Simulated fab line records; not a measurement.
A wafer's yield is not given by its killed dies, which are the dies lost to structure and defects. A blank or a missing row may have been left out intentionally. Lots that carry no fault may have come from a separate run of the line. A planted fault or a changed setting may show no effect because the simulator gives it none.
Which tool did it? + flow rit_cmos + 13 lots with 39 wafers sampled at 6 steps, on a route of 202 steps

== WHAT EACH GAUGE READ, for each wafer ==
RIT_NLDD_TW_MEAS_10. Usual: NLDD_TW gives 2504 (standard deviation 23).
| lot  | measured    | on            | NLDD_TW        | flag |
|------|-------------|---------------|----------------|------|
| L470 | day 2 18:11 | film_metro-01 | 2538 2528 2545 |      |
| L471 | day 2 22:30 | film_metro-02 | 2499 2500 2495 |      |
| L472 | day 3 03:20 | film_metro-04 | 2494 2472 2483 |      |
| L473 | day 3 09:40 | film_metro-04 | 2494 2468 2491 |      |
| L474 | day 3 17:22 | film_metro-04 | 2486 2483 2485 |      |
| L476 | day 4 01:57 | film_metro-02 | 2477 2474 2472 |      |
| L478 | day 4 10:34 | film_metro-04 | 2486 2485 2471 |      |
| L486 | day 6 01:52 | film_metro-01 | 2539 2535 2530 |      |
| L488 | day 6 15:11 | film_metro-02 | 2503 2511 2504 |      |
| L489 | day 6 18:26 | film_metro-04 | 2486 2502 2503 |      |
| L491 | day 7 08:46 | film_metro-02 | 2516 2519 2498 |      |
| L492 | day 7 11:02 | film_metro-04 | 2498 2484 2485 |      |
| L493 | day 7 16:01 | film_metro-01 | 2537 2542 2551 |      |

RIT_PLDD_OVL_MEAS_06. Usual: PLDD_OVL gives 0.1 nm (standard deviation 1.4).
| lot  | measured    | on         | PLDD_OVL (nm)  | flag |
|------|-------------|------------|----------------|------|
| L470 | day 2 19:13 | overlay-02 | -0.3 -0.8 -2.1 |      |
| L471 | day 2 23:24 | overlay-01 | -2.0 -0.4 -1.7 |      |
| L472 | day 3 04:25 | overlay-01 | 1.3 0.5 -0.8   |      |
| L473 | day 3 10:47 | overlay-01 | 0.3 0.6 -0.1   |      |
| L474 | day 3 18:24 | overlay-02 | -2.8 -3.3 -1.1 |      |
| L476 | day 4 02:58 | overlay-01 | -3.0 -1.5 -2.0 |      |
| L478 | day 4 11:28 | overlay-01 | - - -          | OFF  |
| L486 | day 6 02:54 | overlay-01 | 2.0 0.3 2.8    |      |
| L488 | day 6 16:13 | overlay-02 | -1.6 0.9 -1.1  |      |
| L489 | day 6 19:28 | overlay-01 | 3.1 1.3 2.5    |      |
| L491 | day 7 10:02 | overlay-02 | -0.4 -0.1 1.9  |      |
| L492 | day 7 12:04 | overlay-01 | 0.1 -0.7 -0.1  |      |
| L493 | day 7 16:55 | overlay-01 | 1.4 -0.9 0.1   |      |

RIT_PLDD_TW_MEAS_10. Usual: PLDD_TW gives 2342 (standard deviation 22).
| lot  | measured    | on            | PLDD_TW        | flag |
|------|-------------|---------------|----------------|------|
| L470 | day 2 19:44 | film_metro-04 | 2324 2334 2333 |      |
| L471 | day 2 23:55 | film_metro-02 | 2332 2333 2327 |      |
| L472 | day 3 04:56 | film_metro-04 | 2335 2322 2336 |      |
| L473 | day 3 11:17 | film_metro-04 | 2332 2330 2330 |      |
| L474 | day 3 18:55 | film_metro-01 | 2360 2358 2372 |      |
| L476 | day 4 03:29 | film_metro-02 | 2330 2329 2327 |      |
| L478 | day 4 11:59 | film_metro-02 | 30 30 30       | OFF  |
| L486 | day 6 03:25 | film_metro-04 | 2355 2348 2349 |      |
| L488 | day 6 16:44 | film_metro-02 | 2350 2346 2351 |      |
| L489 | day 6 19:59 | film_metro-04 | 2344 2346 2343 |      |
| L491 | day 7 10:33 | film_metro-04 | 2324 2332 2338 |      |
| L492 | day 7 12:35 | film_metro-01 | 2386 2396 2385 |      |
| L493 | day 7 17:26 | film_metro-02 | 2344 2343 2349 |      |

RIT_PSD_OVL_MEAS_06. Usual: PSD_OVL gives -0.7 nm (standard deviation 1.4).
| lot  | measured    | on         | PSD_OVL (nm)   | flag |
|------|-------------|------------|----------------|------|
| L470 | day 3 00:42 | overlay-01 | 0.0 2.9 -0.5   |      |
| L471 | day 3 04:58 | overlay-02 | 0.5 -0.6 -2.8  |      |
| L472 | day 3 10:54 | overlay-01 | -3.0 -1.5 1.9  |      |
| L473 | day 3 16:16 | overlay-01 | -1.4 0.6 -0.2  |      |
| L474 | day 4 00:57 | overlay-01 | 0.5 -0.9 -0.4  |      |
| L476 | day 4 08:31 | overlay-01 | 0.0 -2.2 -0.7  |      |
| L478 | day 4 17:59 | overlay-01 | -1.4 0.6 0.4   |      |
| L486 | day 6 08:30 | overlay-02 | -2.4 -0.8 -1.9 |      |
| L488 | day 6 22:45 | overlay-02 | -3.2 0.2 -0.4  |      |
| L489 | day 7 03:20 | overlay-02 | 1.6 0.7 0.1    |      |
| L491 | day 7 15:40 | overlay-01 | -1.6 -0.2 -0.5 |      |
| L492 | day 7 17:26 | overlay-02 | -3.5 -3.7 -3.1 |      |
| L493 | day 7 23:14 | overlay-01 | 0.6 -0.2 1.6   |      |

== EACH LOT AND THE TOOL THAT RAN IT (in order: tool; ch and the chambers of the sampled wafers; start) ==
| lot  | RIT_GATE_ETCH_19                | RIT_PLDD_EXPOSE_03                 |
|------|---------------------------------|------------------------------------|
| L470 | rie_si-01 ch 0,1,3, day 2 13:16 | iline_stepper-02 ch 0, day 2 18:50 |
| L471 | rie_si-02 ch 0,2, day 2 17:44   | iline_stepper-02 ch 0, day 2 23:02 |
| L472 | rie_si-01 ch 1,2, day 2 22:18   | iline_stepper-02 ch 0, day 3 04:02 |
| L473 | rie_si-02 ch 1,2, day 3 03:59   | iline_stepper-01 ch 0, day 3 10:23 |
| L474 | rie_si-01 ch 0,1, day 3 11:23   | iline_stepper-02 ch 0, day 3 18:02 |
| L476 | rie_si-01 ch 1,2,3, day 3 21:04 | iline_stepper-02 ch 0, day 4 02:36 |
| L478 | rie_si-01 ch 0,2,3, day 4 05:49 | iline_stepper-01 ch 0, day 4 11:04 |
| L486 | rie_si-01 ch 0,1,3, day 5 20:51 | iline_stepper-01 ch 0, day 6 02:32 |
| L488 | rie_si-01 ch 0,1,2, day 6 10:26 | iline_stepper-02 ch 0, day 6 15:49 |
| L489 | rie_si-02 ch 2,3, day 6 13:42   | iline_stepper-01 ch 0, day 6 19:04 |
| L491 | rie_si-02 ch 0,1,3, day 7 03:53 | iline_stepper-02 ch 0, day 7 09:24 |
| L492 | rie_si-01 ch 1,3, day 7 05:37   | iline_stepper-01 ch 0, day 7 11:41 |
| L493 | rie_si-02 ch 0,3, day 7 10:31   | iline_stepper-01 ch 0, day 7 16:31 |
- RIT_GATE_ETCH_19: etches poly-Si in SF6/CHF3/O2, stops on SiO2, time 165 s, target depth 312.5 nm.
- RIT_PLDD_EXPOSE_03: exposes mask M8, target cd 40900 nm.

== AS READ BY THE TOOLS THEMSELVES (means over the sampled wafers that have a number; for cases with no such wafer, the mark the record gives instead) ==
RIT_GATE_ETCH_19. Usual: drypump_motor_current_A 5.5 A, standard deviation 0.32; oes_product_au 0.829 a.u., standard deviation 0.016; throttle_valve_pct 10.29 %, standard deviation 0.16.
| lot  | tool      | drypump_motor_current_A (A) | oes_product_au (a.u.) | throttle_valve_pct (%) | flag |
|------|-----------|-----------------------------|-----------------------|------------------------|------|
| L470 | rie_si-01 | 5.8                         | 0.826                 | 10.19                  |      |
| L471 | rie_si-02 | 5.2                         | 0.838                 | 10.47                  |      |
| L472 | rie_si-01 | 5.7                         | 0.815                 | 10.16                  |      |
| L473 | rie_si-02 | 5.4                         | 0.814                 | 10.41                  |      |
| L474 | rie_si-01 | 5.7                         | 0.815                 | 10.24                  |      |
| L476 | rie_si-01 | 5.8                         | 0.808                 | 10.11                  |      |
| L478 | rie_si-01 | 5.9                         | 0.844                 | 10.14                  |      |
| L486 | rie_si-01 | 5.8                         | 0.826                 | 10.17                  |      |
| L488 | rie_si-01 | 5.7                         | 0.833                 | 10.18                  |      |
| L489 | rie_si-02 | 5.1                         | 0.839                 | 10.35                  |      |
| L491 | rie_si-02 | 5.3                         | 0.829                 | 10.43                  |      |
| L492 | rie_si-01 | 5.9                         | 0.803                 | 10.12                  |      |
| L493 | rie_si-02 | 5.1                         | 0.840                 | 10.38                  |      |

RIT_PLDD_EXPOSE_03. Usual: focus_offset_nm -0.1 nm, standard deviation 0.57.
| lot  | tool             | focus_offset_nm (nm) | flag |
|------|------------------|----------------------|------|
| L470 | iline_stepper-02 | -0.2                 |      |
| L471 | iline_stepper-02 | -0.4                 |      |
| L472 | iline_stepper-02 | 0.1                  |      |
| L473 | iline_stepper-01 | 0.2                  |      |
| L474 | iline_stepper-02 | -0.0                 |      |
| L476 | iline_stepper-02 | 0.2                  |      |
| L478 | iline_stepper-01 | -0.3                 |      |
| L486 | iline_stepper-01 | 0.2                  |      |
| L488 | iline_stepper-02 | 0.4                  |      |
| L489 | iline_stepper-01 | -0.3                 |      |
| L491 | iline_stepper-02 | -0.1                 |      |
| L492 | iline_stepper-01 | 0.1                  |      |
| L493 | iline_stepper-01 | 0.0                  |      |

== THE ANSWER, worked out from the rows above alone ==
Rule: lot off if the mean of its wafers having a number is beyond 3 standard deviations from the usual mean. A lot without any number at a reading at which 4 lots or more have one is off too. Where the step has rows for the other lots, those lots are counted as sound. First the gauges in route order, then the tools' own readings, where a lot's mean is used as printed above. At the first step where some lot is off, the reading lying furthest off is the one used; lots without a number count as furthest.
Off: L478, seen at RIT_PLDD_OVL_MEAS_06 (PLDD_OVL). Without a number there: L478.
If a tool, at a process step before that reading, ran all the lots that are off and no sound lot after the first of them, it fits. The gauges at RIT_PLDD_OVL_MEAS_06 aren't tried: what is off there is off at RIT_PLDD_TW_MEAS_10 too, on other tools, and a gauge's error can't cause that. None of those tried fits.

== WHAT THE SIMULATOR PUT IN ==
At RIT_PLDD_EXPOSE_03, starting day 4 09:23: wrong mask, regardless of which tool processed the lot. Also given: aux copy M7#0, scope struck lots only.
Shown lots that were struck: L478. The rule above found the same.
